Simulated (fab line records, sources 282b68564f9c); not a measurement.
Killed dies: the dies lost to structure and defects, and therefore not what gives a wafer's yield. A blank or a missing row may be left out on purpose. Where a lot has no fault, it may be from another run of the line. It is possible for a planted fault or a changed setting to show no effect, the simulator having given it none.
The tool behind it: which one? | flow rit cmos | 11 lots, 33 wafers sampled, at 5 steps of a route of 202

WHAT EACH GAUGE READ, for each wafer
RIT_PWELL_TW_MEAS_10. Usual: PWELL_TW gives 946 (standard deviation 4.6).
lot  | measured    | on            | PWELL_TW                | flag
L774 | day 1 23:29 | film metro-01 | 943 944 939             |
L775 | day 2 07:53 | film metro-01 | 947 939 947             |
L776 | day 2 09:11 | film metro-01 | 943 945 943             |
L777 | day 2 13:58 | film metro-01 | 949 941 946             |
L778 | day 2 22:04 | film metro-01 | 949 948 946             |
L780 | day 3 04:47 | film metro-01 | 948 945 943             |
L782 | day 3 14:42 | film metro-01 | 858 861 858 856 855 860 | OFF
L783 | day 4 00:45 | film metro-01 | 861 866 861 858 857 862 | OFF
L793 | day 5 22:01 | film metro-01 | 946 943 944             |
L794 | day 6 02:39 | film metro-01 | 953 950 954             |
L795 | day 6 09:03 | film metro-04 | 946 947 951             |

RIT_WELLDRIVE_RS_MEAS_02: a four-point-probe measurement. Usual: PWELL_RS gives 429.3 ohm/sq (standard deviation 1.4).
lot  | measured    | on            | PWELL_RS (ohm/sq)                   | flag
L774 | day 2 05:09 | film metro-01 | 430.4 428.1 429.6                   |
L775 | day 2 13:10 | film metro-02 | 426.4 426.9 427.6                   |
L776 | day 2 15:17 | film metro-01 | 428.7 427.5 428.2                   |
L777 | day 2 19:39 | film metro-04 | 425.4 426.5 424.7                   |
L778 | day 3 03:20 | film metro-04 | 427.9 429.2 427.8                   |
L780 | day 3 10:04 | film metro-01 | 429.8 429.9 430.2                   |
L782 | day 3 23:37 | film metro-02 | 520.1 518.0 520.4 520.2 518.9 519.8 | OFF
L783 | day 4 10:23 | film metro-02 | 519.7 519.7 519.1 519.1 520.5 520.1 | OFF
L793 | day 6 03:29 | film metro-02 | 428.7 428.3 429.3                   |
L794 | day 6 07:56 | film metro-01 | 430.6 429.4 430.2                   |
L795 | day 6 14:53 | film metro-01 | 430.6 430.7 429.7                   |

RIT_NRETRO_OVL_MEAS_06. Usual: NRETRO_OVL gives 0.6 nm (standard deviation 1.5).
lot  | measured    | on         | NRETRO_OVL (nm) | flag
L774 | day 2 06:08 | overlay-02 | 1.3 0.2 0.1     |
L775 | day 2 14:17 | overlay-01 | 2.2 0.7 0.7     |
L776 | day 2 19:52 | overlay-01 | 3.0 2.9 2.9     |
L777 | day 2 20:46 | overlay-01 | -0.8 -0.3 -0.4  |
L778 | day 3 04:25 | overlay-02 | -0.3 0.4 -0.8   |
L780 | day 3 11:03 | overlay-02 | 2.9 0.5 2.6     |
L793 | day 6 04:28 | overlay-01 | 0.2 -0.1 -1.5   |
L794 | day 6 09:02 | overlay-01 | 0.8 0.9 0.7     |
L795 | day 6 15:53 | overlay-02 | -2.6 -2.7 -0.7  |

RIT_PRETRO_OVL_MEAS_06. Usual: PRETRO_OVL gives -0.9 nm (standard deviation 1.2).
lot  | measured    | on         | PRETRO_OVL (nm) | flag
L774 | day 2 07:51 | overlay-02 | -0.1 -1.4 0.0   |
L775 | day 2 16:04 | overlay-02 | 1.5 0.0 1.3     |
L776 | day 2 21:37 | overlay-02 | -2.6 -1.2 -0.5  |
L777 | day 2 22:29 | overlay-02 | -3.3 -1.4 -2.4  |
L778 | day 3 06:01 | overlay-02 | -1.4 -0.9 -0.7  |
L780 | day 3 12:39 | overlay-02 | -0.5 0.5 0.6    |
L793 | day 6 06:01 | overlay-01 | 0.9 -0.3 -0.6   |
L794 | day 6 10:43 | overlay-01 | -0.3 -0.7 0.3   |
L795 | day 6 17:34 | overlay-01 | -2.1 -0.4 -3.0  |

WHICH TOOL RAN EACH LOT (tool, then ch and the chambers of the sampled wafers, then the start)
lot  | RIT_PWELL_IMPLANT_08
L774 | implanter-01 ch 0, day 1 23:11
L775 | implanter-01 ch 0, day 2 07:36
L776 | implanter-04 ch 0, day 2 08:52
L777 | implanter-01 ch 0, day 2 13:38
L778 | implanter-02 ch 0, day 2 21:44
L780 | implanter-02 ch 0, day 3 04:29
L782 | implanter-04 ch 0, day 3 14:23
L783 | implanter-04 ch 0, day 4 00:26
L793 | implanter-02 ch 0, day 5 21:42
L794 | implanter-01 ch 0, day 6 02:20
L795 | implanter-02 ch 0, day 6 08:44
- RIT_PWELL_IMPLANT_08

WHAT THE TOOLS THEMSELVES READ (means of the sampled wafers that have a number; where no wafer has one, the mark that the record gives instead)
RIT_PWELL_IMPLANT_08. Usual: dose ions cm2 7.002e+13, standard deviation 7.2e+10; end station pressure torr 5.2e-06 Torr, standard deviation 2.7e-07; faraday current uA 222, standard deviation 4.7; tilt deg 7.002 degrees, standard deviation 0.02.
lot  | tool         | dose ions cm2 | end station pressure torr (Torr) | faraday current uA | tilt deg (degrees) | flag
L774 | implanter-01 | 7.000e+13     | 5.1e-06                          | 219                | 6.995              |
L775 | implanter-01 | 6.999e+13     | 5.1e-06                          | 220                | 7.004              |
L776 | implanter-04 | 6.998e+13     | 4.9e-06                          | 223                | 6.979              |
L777 | implanter-01 | 7.005e+13     | 5.3e-06                          | 225                | 7.010              |
L778 | implanter-02 | 7.005e+13     | 5.1e-06                          | 223                | 7.013              |
L780 | implanter-02 | 6.999e+13     | 5.3e-06                          | 220                | 7.012              |
L782 | implanter-04 | 5.178e+13     | 5.0e-06                          | 160                | 7.026              | OFF
L783 | implanter-04 | 5.180e+13     | 5.4e-06                          | 164                | 7.034              | OFF
L793 | implanter-02 | 7.011e+13     | 5.1e-06                          | 218                | 7.017              |
L794 | implanter-01 | 7.001e+13     | 5.0e-06                          | 226                | 6.987              |
L795 | implanter-02 | 6.999e+13     | 5.3e-06                          | 220                | 6.993              |

THE ANSWER, worked out from the rows above alone
Rule: take the mean of a lot's wafers that have a number; if it is more than 3 standard deviations from the usual mean, the lot is off. A lot without any number at a reading at which 4 lots or more have one is off too. The other lots that the step has rows for count as sound. The gauges are gone through in route order, then the tools' own readings, and for those a lot's mean is taken as printed above. The first step at which some lot is off is used, and at that step the reading that is off furthest; a lot without a number counts as furthest.
Off: L782, L783, seen at RIT_PWELL_TW_MEAS_10 (PWELL_TW).
A tool fits if, at a process step before that reading, it ran every lot that is off, and no sound lot after the first of them. Not tried: the gauges at RIT_PWELL_TW_MEAS_10; whatever is off there is also off at RIT_WELLDRIVE_RS_MEAS_02, on other tools, and gauge error can't account for it. One candidate fits, namely implanter-04 at RIT_PWELL_IMPLANT_08. Its last sound lot is L776 (day 2 08:52), its first lot that is off L782 (day 3 14:23): a fault that began between those two fits.
The tool's own readings at RIT_PWELL_IMPLANT_08 bear it out: on the lots that are off they differ by more than 5 times the standard deviation of the sound lots' means. dose ions cm2 reads 5.179e+13 there against 7.002e+13 on the sound lots; faraday current uA reads 162 there against 222 on the sound lots.

WHAT WAS PUT IN BY THE SIMULATOR
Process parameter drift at RIT_PWELL_IMPLANT_08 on implanter-04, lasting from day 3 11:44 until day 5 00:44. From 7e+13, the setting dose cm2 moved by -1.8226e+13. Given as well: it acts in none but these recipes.
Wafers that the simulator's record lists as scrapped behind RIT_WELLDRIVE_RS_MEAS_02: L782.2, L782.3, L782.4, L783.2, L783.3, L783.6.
Struck lots among those shown: L782, L783. The rule given above showed the same thing.
